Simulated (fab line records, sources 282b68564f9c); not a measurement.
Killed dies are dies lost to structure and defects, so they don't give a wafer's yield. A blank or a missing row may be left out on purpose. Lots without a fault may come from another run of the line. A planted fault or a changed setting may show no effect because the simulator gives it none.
Tool commonality check | flow rit_cmos | 14 lots, 48 wafers sampled

WHY IT WAS OPENED
At RIT_PWELL_TW_MEAS_10 the reading PWELL_TW is flagged on 2 of 14 lots. Wafers without a fault read 947, standard deviation 7.8.
Rule: a lot is flagged when every wafer of it that has a number lies more than 4 standard deviations from that mean, or none has a number. The other lots count as sound.

lot  | measured    | on            | PWELL_TW, wafer by wafer | flag
L775 | day 1 22:55 | film_metro-01 | 956 955 955              |
L776 | day 2 04:04 | film_metro-01 | 963 959 965              |
L777 | day 2 09:26 | film_metro-01 | 957 949 964              |
L778 | day 2 14:49 | film_metro-04 | 948 948 947              |
L780 | day 2 23:50 | film_metro-01 | 953 957 953              |
L781 | day 3 04:33 | film_metro-02 | 938 942 939              |
L782 | day 3 10:01 | film_metro-02 | 941 942 945              |
L788 | day 4 16:01 | film_metro-02 | 910 904 910 905 908 907  | FLAGGED
L791 | day 5 07:12 | film_metro-04 | 910 905 912 908 915 910  | FLAGGED
L792 | day 5 13:32 | film_metro-02 | 944 942 950              |
L795 | day 6 03:38 | film_metro-02 | 940 946 942              |
L796 | day 6 08:23 | film_metro-02 | 940 941 942              |
L797 | day 6 13:38 | film_metro-04 | 940 942 944              |
L798 | day 6 19:06 | film_metro-04 | 947 949 948              |
The numbers of the flagged lots are 909 on average: -38 against the usual, or -5 standard deviations.

WHICH TOOL RAN EACH LOT
The record holds 1 process step before the reading, out of a route of 202 steps. In each cell: the tool, then ch and the chambers that the sampled wafers went through, then the start.
lot  | flag    | RIT_PWELL_IMPLANT_08
L775 |         | implanter-04 ch 0, day 1 22:36
L776 |         | implanter-04 ch 0, day 2 03:47
L777 |         | implanter-03 ch 0, day 2 09:07
L778 |         | implanter-01 ch 0, day 2 14:31
L780 |         | implanter-03 ch 0, day 2 23:32
L781 |         | implanter-04 ch 0, day 3 04:14
L782 |         | implanter-04 ch 0, day 3 09:41
L788 | FLAGGED | implanter-04 ch 0, day 4 15:43
L791 | FLAGGED | implanter-04 ch 0, day 5 06:53
L792 |         | implanter-01 ch 0, day 5 13:12
L795 |         | implanter-03 ch 0, day 6 03:19
L796 |         | implanter-01 ch 0, day 6 08:05
L797 |         | implanter-03 ch 0, day 6 13:20
L798 |         | implanter-01 ch 0, day 6 18:47
What these steps do:
- RIT_PWELL_IMPLANT_08
- RIT_PWELL_TW_MEAS_10

FLAGGED OVER TOTAL, TOOL BY TOOL (the gauges that took the reading come last)
step                 | tool          | lots run | flagged | share of the flagged lots | sound lots run after its first flagged lot
RIT_PWELL_IMPLANT_08 | implanter-01  | 4        | 0       | none                      | -
RIT_PWELL_IMPLANT_08 | implanter-03  | 4        | 0       | none                      | -
RIT_PWELL_IMPLANT_08 | implanter-04  | 6        | 2       | all                       | 0
RIT_PWELL_TW_MEAS_10 | film_metro-01 | 4        | 0       | none                      | -
RIT_PWELL_TW_MEAS_10 | film_metro-02 | 6        | 1       | some                      | 3 (L792,L795,L796)
RIT_PWELL_TW_MEAS_10 | film_metro-04 | 4        | 1       | some                      | 2 (L797,L798)

WHAT THE TABLE ALLOWS
1 row of the table ran every flagged lot: implanter-04 at RIT_PWELL_IMPLANT_08.
- implanter-04 at RIT_PWELL_IMPLANT_08: 2 of its 6 lots flagged. Its last sound lot is L782 (day 3 09:41), its first flagged lot L788 (day 4 15:43): a fault that began between those two fits. Its own readings lie more than 4 standard deviations out on every wafer of the flagged lots: beam_on_s, faraday_current_uA.
One tool is left: implanter-04 at RIT_PWELL_IMPLANT_08.

WHAT THE SIMULATOR HAD PUT IN
Process parameter drift: implanter-04, from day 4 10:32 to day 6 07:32, at RIT_PWELL_IMPLANT_08. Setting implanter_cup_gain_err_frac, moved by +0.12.
Lots struck among those shown: L788, L791. The rule above found the same.
